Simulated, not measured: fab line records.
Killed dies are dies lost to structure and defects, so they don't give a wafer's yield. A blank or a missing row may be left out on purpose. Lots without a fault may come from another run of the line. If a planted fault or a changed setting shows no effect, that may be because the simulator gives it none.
Which tool was responsible? + flow rit cmos + Sampling: 13 lots, 39 wafers, 3 of 202 route steps

== WHAT THE GAUGES READ, wafer by wafer ==
RIT_WELLDRIVE_RS_MEAS_01: measurement is done with a four-point probe. Usual: for NWELL_RS the level is 275.4 ohm/sq and the standard deviation is 0.97.
| lot  | measured    | on            | NWELL_RS (ohm/sq) | flag |
|------|-------------|---------------|-------------------|------|
| L316 | day 2 11:55 | film metro-01 | 275.3 275.8 276.1 |      |
| L317 | day 2 17:15 | film metro-03 | 274.6 275.0 275.1 |      |
| L318 | day 2 17:24 | film metro-01 | 274.8 274.7 274.9 |      |
| L320 | day 3 01:26 | film metro-01 | 273.9 274.3 274.6 |      |
| L321 | day 3 06:35 | film metro-03 | 275.1 276.6 276.2 |      |
| L323 | day 3 19:12 | film metro-02 | 277.1 276.8 277.2 |      |
| L324 | day 3 20:48 | film metro-03 | 300.8 300.1 300.7 | OFF  |
| L327 | day 4 17:00 | film metro-01 | 276.5 275.6 275.3 |      |
| L333 | day 5 18:58 | film metro-01 | 274.5 274.6 274.9 |      |
| L335 | day 6 05:44 | film metro-03 | 274.7 275.3 275.4 |      |
| L337 | day 6 14:05 | film metro-03 | 273.9 274.7 274.7 |      |
| L338 | day 6 20:38 | film metro-02 | 276.3 275.1 276.0 |      |
| L339 | day 7 01:11 | film metro-03 | 275.4 274.2 274.9 |      |

RIT_WELLDRIVE_RS_MEAS_02: measurement is done with a four-point probe. Usual: for PWELL_RS the level is 430.0 ohm/sq and the standard deviation is 1.4.
| lot  | measured    | on            | PWELL_RS (ohm/sq) | flag |
|------|-------------|---------------|-------------------|------|
| L316 | day 2 12:02 | film metro-01 | 430.2 430.5 430.7 |      |
| L317 | day 2 17:22 | film metro-03 | 430.4 429.9 429.0 |      |
| L318 | day 2 17:31 | film metro-01 | 431.0 429.7 430.4 |      |
| L320 | day 3 01:34 | film metro-01 | 432.4 430.9 431.6 |      |
| L321 | day 3 06:43 | film metro-03 | 430.8 429.8 429.9 |      |
| L323 | day 3 19:19 | film metro-02 | 430.5 431.8 430.8 |      |
| L324 | day 3 20:55 | film metro-03 | 455.9 457.1 458.0 | OFF  |
| L327 | day 4 17:07 | film metro-01 | 429.1 429.9 429.4 |      |
| L333 | day 5 19:05 | film metro-01 | 431.2 430.3 431.4 |      |
| L335 | day 6 05:51 | film metro-03 | 427.7 428.0 425.8 |      |
| L337 | day 6 14:13 | film metro-03 | 431.1 431.2 431.8 |      |
| L338 | day 6 20:46 | film metro-02 | 430.1 429.5 430.0 |      |
| L339 | day 7 01:19 | film metro-03 | 430.2 430.6 431.1 |      |

== WHICH TOOL RAN EACH LOT (tool, then ch and the chambers of the sampled wafers, then the start) ==
| lot  | RIT_WELLDRIVE_ANNEAL_00      |
|------|------------------------------|
| L316 | furnace-04 ch 0, day 2 06:50 |
| L317 | furnace-04 ch 0, day 2 12:10 |
| L318 | furnace-04 ch 0, day 2 12:10 |
| L320 | furnace-04 ch 0, day 2 20:22 |
| L321 | furnace-04 ch 0, day 3 01:30 |
| L323 | furnace-03 ch 0, day 3 14:03 |
| L324 | furnace-04 ch 0, day 3 15:43 |
| L327 | furnace-03 ch 0, day 4 11:52 |
| L333 | furnace-01 ch 0, day 5 13:52 |
| L335 | furnace-03 ch 0, day 6 00:39 |
| L337 | furnace-03 ch 0, day 6 08:59 |
| L338 | furnace-03 ch 0, day 6 15:32 |
| L339 | furnace-01 ch 0, day 6 20:07 |
- RIT_WELLDRIVE_ANNEAL_00: time 14700 s.

== WHAT THE TOOLS THEMSELVES READ (means of the sampled wafers that have a number; where no wafer has one, the mark that the record gives instead) ==
RIT_WELLDRIVE_ANNEAL_00. Usual: run length s 18273 s, standard deviation 5.4; spike tc source C 1124.9 C, standard deviation 2.6; tube_center_temp_C_max 1102.8, standard deviation 0.5; zone power centre pct 53 %, standard deviation 3.3.
| lot  | tool       | run length s (s) | spike tc source C (C) | tube_center_temp_C_max | zone power centre pct (%) | flag |
|------|------------|------------------|-----------------------|------------------------|---------------------------|------|
| L316 | furnace-04 | 18276            | 1123.3                | 1103.2                 | 57                        |      |
| L317 | furnace-04 | 18267            | 1124.0                | 1102.7                 | 56                        |      |
| L318 | furnace-04 | 18281            | 1124.1                | 1102.9                 | 57                        |      |
| L320 | furnace-04 | 18269            | 1124.5                | 1102.3                 | 56                        |      |
| L321 | furnace-04 | 18270            | 1124.1                | 1102.8                 | 58                        |      |
| L323 | furnace-03 | 18278            | 1122.7                | 1102.4                 | 49                        |      |
| L324 | furnace-04 | 12385            | 1123.9                | 1103.0                 | 57                        | OFF  |
| L327 | furnace-03 | 18270            | 1123.8                | 1102.9                 | 49                        |      |
| L333 | furnace-01 | 18274            | 1129.1                | 1103.0                 | 53                        |      |
| L335 | furnace-03 | 18275            | 1123.2                | 1102.8                 | 49                        |      |
| L337 | furnace-03 | 18269            | 1123.5                | 1103.0                 | 49                        |      |
| L338 | furnace-03 | 18268            | 1123.2                | 1102.9                 | 49                        |      |
| L339 | furnace-01 | 18284            | 1128.9                | 1102.6                 | 53                        |      |

== THE ANSWER, worked out from the rows above alone ==
Rule: a lot counts as off when the mean over its wafers that have a number is more than 3 standard deviations away from the usual mean. Also off: a lot with no number at a reading for which 4 or more lots have one. The other lots that the step has rows for count as sound. Order of review: gauges by route order, followed by the tools' own readings, for which a lot's mean as printed above is used. At the first step where some lot is off, the reading lying furthest off is the one used; lots without a number count as furthest.
Off: L324, at RIT_WELLDRIVE_RS_MEAS_01 (NWELL_RS).
A tool fits if, at a process step before that reading, it ran every lot that is off, and no sound lot after the first of them. Not tried: the gauges at RIT_WELLDRIVE_RS_MEAS_01; whatever is off there is also off at RIT_WELLDRIVE_ANNEAL_00, on other tools, and gauge error can't account for it. One fits: RIT_WELLDRIVE_ANNEAL_00 on furnace-04. A fault onset in the window from L321 (day 3 01:30, its last sound lot) to L324 (day 3 15:43, its first lot off) fits.
The tool's own readings at RIT_WELLDRIVE_ANNEAL_00 bear it out: on the lots that are off they differ by more than 5 times the standard deviation of the sound lots' means. run length s reads 12385 s there against 18273 s on the sound lots.

== WHAT WAS PUT IN BY THE SIMULATOR ==
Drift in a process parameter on furnace-04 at RIT_WELLDRIVE_ANNEAL_00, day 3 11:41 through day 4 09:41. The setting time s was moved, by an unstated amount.
Struck lots among those shown: L324. The rule above found the same.
